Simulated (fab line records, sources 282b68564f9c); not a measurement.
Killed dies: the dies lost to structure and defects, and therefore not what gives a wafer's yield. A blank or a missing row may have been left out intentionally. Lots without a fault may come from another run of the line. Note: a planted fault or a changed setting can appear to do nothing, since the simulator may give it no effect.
What tool caused it? -- flow ritCmos -- 15 lots, 45 wafers sampled, at 3 steps of a route of 202

== WHAT THE GAUGES READ, wafer by wafer ==
RIT_NLDD_TW_MEAS_10.
lot,measured,on,NLDD_TW
L847,day 2 21:17,filmMetro-03,2482 2493 2491
L848,day 3 04:32,filmMetro-03,2495 2471 2464
L849,day 3 09:47,filmMetro-04,2507 2498 2501
L850,day 3 10:59,filmMetro-03,2490 2469 2487
L851,day 3 19:28,filmMetro-03,2476 2474 2479
L853,day 3 23:44,filmMetro-01,2519 2527 2519
L854,day 4 04:44,filmMetro-01,2517 2521 2527
L855,day 4 10:29,filmMetro-03,2472 2476 2484
L856,day 4 17:32,filmMetro-01,2530 2533 2514
L857,day 4 21:22,filmMetro-04,2469 2470 2491
L858,day 5 01:28,filmMetro-04,2497 2499 2497
L859,day 5 08:02,filmMetro-01,2490 2492 2509
L860,day 5 12:23,filmMetro-01,2507 2505 2502
L868,day 7 03:25,filmMetro-03,2493 2483 2479
L870,day 7 20:20,filmMetro-01,2502 2508 2508

RIT_CONTACT_CD_MEAS_08: the cd target is 1000 nm.
lot,measured,on,cdNm (nm)
L847,day 3 07:13,cdSem-01,998.5 1000.5 1000.0
L848,day 3 14:23,cdSem-02,996.8 996.3 997.8
L849,day 3 19:29,cdSem-01,1001.2 1002.0 1002.3
L850,day 3 21:47,cdSem-02,998.3 996.2 998.4
L851,day 4 05:09,cdSem-01,995.7 996.5 995.9
L853,day 4 09:47,cdSem-02,1002.9 1002.9 1001.7
L854,day 4 14:32,cdSem-02,999.2 997.0 997.8
L855,day 4 20:15,cdSem-02,1004.9 1003.6 1001.6
L856,day 5 03:17,cdSem-01,998.9 1000.2 998.8
L857,day 5 07:58,cdSem-02,999.6 999.6 1002.0
L858,day 5 12:16,cdSem-02,963.3 962.5 962.1 963.3 962.4 962.1
L859,day 5 17:34,cdSem-02,976.1 974.3 976.6 975.8 973.6 976.7
L860,day 5 22:05,cdSem-02,977.4 976.0 979.8 977.4 975.8 980.2
L868,day 8 00:34,cdSem-02,999.6 999.8 1001.1
L870,day 8 07:41,cdSem-01,1000.0 998.9 999.8

== EACH LOT AND THE TOOL THAT RAN IT (in order: tool; ch and the chambers of the sampled wafers; start) ==
lot,RIT_CONTACT_EXPOSE_05
L847,"ilineStepper-01 ch 0, day 3 06:41"
L848,"ilineStepper-01 ch 0, day 3 13:52"
L849,"ilineStepper-02 ch 0, day 3 18:58"
L850,"ilineStepper-02 ch 0, day 3 21:16"
L851,"ilineStepper-01 ch 0, day 4 04:38"
L853,"ilineStepper-01 ch 0, day 4 09:11"
L854,"ilineStepper-02 ch 0, day 4 14:01"
L855,"ilineStepper-01 ch 0, day 4 19:44"
L856,"ilineStepper-02 ch 0, day 5 02:46"
L857,"ilineStepper-01 ch 0, day 5 07:26"
L858,"ilineStepper-01 ch 0, day 5 11:44"
L859,"ilineStepper-01 ch 0, day 5 17:03"
L860,"ilineStepper-01 ch 0, day 5 21:34"
L868,"ilineStepper-02 ch 0, day 8 00:03"
L870,"ilineStepper-02 ch 0, day 8 07:10"
- RIT_CONTACT_EXPOSE_05: exposes mask M11, target cd 1000 nm.

== WHAT THE TOOLS THEMSELVES READ (means of the sampled wafers that have a number; where no wafer has one, the mark that the record gives instead) ==
RIT_CONTACT_EXPOSE_05.
lot,tool,exposureDoseMJCm2
L847,ilineStepper-01,249.79
L848,ilineStepper-01,250.12
L849,ilineStepper-02,250.09
L850,ilineStepper-02,249.71
L851,ilineStepper-01,249.92
L853,ilineStepper-01,249.74
L854,ilineStepper-02,249.99
L855,ilineStepper-01,250.10
L856,ilineStepper-02,249.80
L857,ilineStepper-01,250.03
L858,ilineStepper-01,222.41
L859,ilineStepper-01,227.98
L860,ilineStepper-01,232.11
L868,ilineStepper-02,249.73
L870,ilineStepper-02,249.95

== THE ANSWER, worked out from the rows above alone ==
Rule: the usual values come from the lots themselves. Put in order of their means at a reading, lots are off if they are a third of the lots or fewer, leave a main group of 4 or more, and stand apart from it by a gap of 3 or more times the standard deviation of the main group's means; of several such gaps the widest counts. Not used: any main group whose means are identical at the precision the tables above print for the reading. A lot without any number at a reading at which 4 lots or more have one is off too. All remaining lots with rows at the step are treated as sound. Order of review: gauges by route order, followed by the tools' own readings, for which a lot's mean as printed above is used. At the first step where some lot is off, the reading lying furthest off is the one used; lots without a number count as furthest.
Off: L858, L859, L860, at RIT_CONTACT_CD_MEAS_08 (cdNm). Main group: mean 999.6 nm, sd 2.1.
A tool fits if, at a process step before that reading, it ran every lot that is off, and no sound lot after the first of them. The gauges at RIT_CONTACT_CD_MEAS_08 aren't tried: what is off there is off at RIT_CONTACT_EXPOSE_05 too, on other tools, and a gauge's error can't cause that. One fits: ilineStepper-01 at RIT_CONTACT_EXPOSE_05. A fault onset in the window from L857 (day 5 07:26, its last sound lot) to L858 (day 5 11:44, its first lot off) fits.
On the lots that are off, the tool's own readings at RIT_CONTACT_EXPOSE_05 differ by more than 5 times the standard deviation of the sound lots' means, which bears it out; exposureDoseMJCm2 reads 227.50 there versus 249.91 on the sound lots.

== WHAT HAD BEEN PUT IN BY THE SIMULATOR ==
Drift in process parameters on ilineStepper-01 at RIT_CONTACT_EXPOSE_05, starting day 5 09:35. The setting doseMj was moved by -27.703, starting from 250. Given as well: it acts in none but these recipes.
Struck lots among those shown: L858, L859, L860. The same result came from the rule above.
